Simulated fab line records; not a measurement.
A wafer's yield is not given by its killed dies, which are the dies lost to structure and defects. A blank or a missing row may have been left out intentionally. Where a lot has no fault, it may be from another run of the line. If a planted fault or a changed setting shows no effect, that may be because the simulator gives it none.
Matching of chambers -- flow rit cmos -- rie si-01 running RIT_GATE_ETCH_19: 4 sister chambers
The step etches poly-Si in SF6/CHF3/O2, stops on SiO2, time 168.1 s, target depth 312.5 nm. 4 wafers are shown with their chamber, then 8 later ones without.

WAFERS WITH THEIR CHAMBER
wafer,chamber,drypump motor current A (A)
L245.5,3,5.1
L247.1,1,6.3
L247.6,2,5.7
L250.1,0,5.7

WAFERS WITH NO CHAMBER GIVEN
wafer,drypump motor current A (A)
L250.2,6.3
L250.5,6.2
L253.2,5.1
L253.5,5.7
L253.6,5.1
L260.2,5.7
L260.5,5.1
L260.6,5.7

THE CHAMBER EACH PASSED THROUGH
wafer,from the rows above,in truth
L250.2,1,1
L250.5,1,1
L253.2,3,3
L253.5,can't be placed: 0 or 2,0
L253.6,3,3
L260.2,can't be placed: 0 or 2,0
L260.5,3,3
L260.6,can't be placed: 0 or 2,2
Correct placement for 5 of the 8. Unplaceable from these rows: 3, with the true chamber sitting among the candidates in 3. 0 placed wrongly.
How it was worked out, from the rows above alone: a wafer's distance from a chamber is the root of the sum, over the readings, of the square of ((its reading less the chamber's mean) divided by the reading's scatter). If the next closest chamber is less than 2 further off than the closest, the wafer can't be placed; otherwise it belongs to the closest. A chamber's mean is the mean of its shown wafers. The scatter (one wafer shown for each chamber): square how far every hidden wafer sits from the nearest shown wafer, average those squares and take the square root.
